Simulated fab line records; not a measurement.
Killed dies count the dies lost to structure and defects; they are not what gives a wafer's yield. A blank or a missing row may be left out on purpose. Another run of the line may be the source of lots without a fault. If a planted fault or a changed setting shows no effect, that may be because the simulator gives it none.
Split-lot trial + flow berkeley_cmos170 + 5 lots, 23 wafers read, on a route of 331 steps

## ON THE SPLIT
At UCB170_PLDD_EXPOSE_03 (exposes mask PSELECT, target cd 1200 nm), the setting dose_mj was moved away from the recipe's 30 on 6 of the 23 wafers read, by -4.3% to -3.6%. All remaining wafers had this setting at the recipe value.

## FROM THE SPLIT TO THE READING: what the file shows between them, 2 steps
- UCB170_PLDD_PEB_04
- UCB170_PLDD_DEVELOP_05: develop time 45 s

## THE READING
cd_nm at UCB170_PLDD_CD_MEAS_06, given in nm (cd target 1200 nm). A value of 1200.1 nm with a standard deviation of 1.3 nm is what fault-free wafers of this fab line usually give.

| wafer  | tool, chamber at the split | dose_mj as run | against the recipe | cd_nm, nm | against lot-mates on the recipe |
|--------|----------------------------|----------------|--------------------|-----------|---------------------------------|
| L074.1 | krf_scanner-01, 0          | 30             | recipe             | 1200.4    | -                               |
| L074.2 | krf_scanner-01, 0          | 28.93          | -3.6%              | 1193.8    | -6.4                            |
| L074.3 | krf_scanner-01, 0          | 28.93          | -3.6%              | 1193.1    | -7.1                            |
| L074.4 | krf_scanner-01, 0          | 28.93          | -3.6%              | 1195.4    | -4.8                            |
| L074.5 | krf_scanner-01, 0          | 30             | recipe             | 1199.9    | -                               |
| L076.1 | krf_scanner-01, 0          | 30             | recipe             | 1200.8    | -                               |
| L076.2 | krf_scanner-01, 0          | 30             | recipe             | 1199.9    | -                               |
| L076.3 | krf_scanner-01, 0          | 30             | recipe             | 1201.4    | -                               |
| L076.5 | krf_scanner-01, 0          | 30             | recipe             | 1201.0    | -                               |
| L076.6 | krf_scanner-01, 0          | 30             | recipe             | 1200.4    | -                               |
| L079.1 | krf_scanner-02, 0          | 28.72          | -4.3%              | 1192.4    | -8.3                            |
| L079.2 | krf_scanner-02, 0          | 30             | recipe             | 1200.3    | -                               |
| L079.3 | krf_scanner-02, 0          | 28.72          | -4.3%              | 1192.4    | -8.3                            |
| L079.4 | krf_scanner-02, 0          | 28.72          | -4.3%              | 1193.0    | -7.7                            |
| L079.5 | krf_scanner-02, 0          | 30             | recipe             | 1201.1    | -                               |
| L078.1 | krf_scanner-01, 0          | 30             | recipe             | 1199.2    | -                               |
| L078.2 | krf_scanner-01, 0          | 30             | recipe             | 1199.7    | -                               |
| L078.3 | krf_scanner-01, 0          | 30             | recipe             | 1199.8    | -                               |
| L078.4 | krf_scanner-01, 0          | 30             | recipe             | 1198.0    | -                               |
| L078.5 | krf_scanner-01, 0          | 30             | recipe             | 1200.0    | -                               |
| L082.2 | krf_scanner-01, 0          | 30             | recipe             | 1200.4    | -                               |
| L082.3 | krf_scanner-01, 0          | 30             | recipe             | 1200.3    | -                               |
| L082.5 | krf_scanner-01, 0          | 30             | recipe             | 1201.5    | -                               |

FIT RESULTS
A straight line over all 23 wafers: cd_nm changes by +1.76 nm for each +1% of dose_mj; r = +0.97; the points scatter about the line by 0.84 nm.
The same after taking each lot's own level away (the mean of its wafers on the recipe; 23 wafers): +1.82 nm for each +1%; r = +0.98; scatter 0.66 nm.
Per that fit: largest dose_mj move, reading shift of 7.8 nm.
Measured against the standard deviation above, the lots' own levels, which go from 1199.34 to 1200.73 nm, span 1.1 times it.
The two slopes are in agreement: the lot-to-lot level therefore moves the slope only a little.
Check: for one of the wafers moved furthest among these (-4.3%), held out of the fit, the line's prediction against its lot-mates is -7.61 nm. Against them it came out at -8.3 nm.

## OTHER SPLITS ON THESE WAFERS
Before the reading, these wafers also passed through other splits. Each is held against what the fit with the lots' levels taken away leaves over:
| other split on the same wafers      | wafers away from the commonest value | r with cd_nm (lot level and that fit taken away) |
|-------------------------------------|--------------------------------------|--------------------------------------------------|
| UCB170_NWELL_IMPLANT_14 energy_kev  | 8                                    | +0.38                                            |
| UCB170_PWELL_CVD_05 temp_c          | 5                                    | -0.01                                            |
| UCB170_PWELL_ETCH_14 rf_w           | 5                                    | +0.04                                            |
| UCB170_ACTIVE_PEB_11 peb_temp_c     | 11                                   | +0.00                                            |
| UCB170_PFIELD_COAT_01 spin_rpm      | 7                                    | +0.13                                            |
| UCB170_SACOX_OXIDATION_01 ox_time_s | 15                                   | -0.20                                            |
| UCB170_NVT_IMPLANT_07 energy_kev    | 5                                    | -0.01                                            |

## FILE'S OWN FIT
cd_nm changes by +1.81 nm for each +1% of dose_mj, r = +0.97.
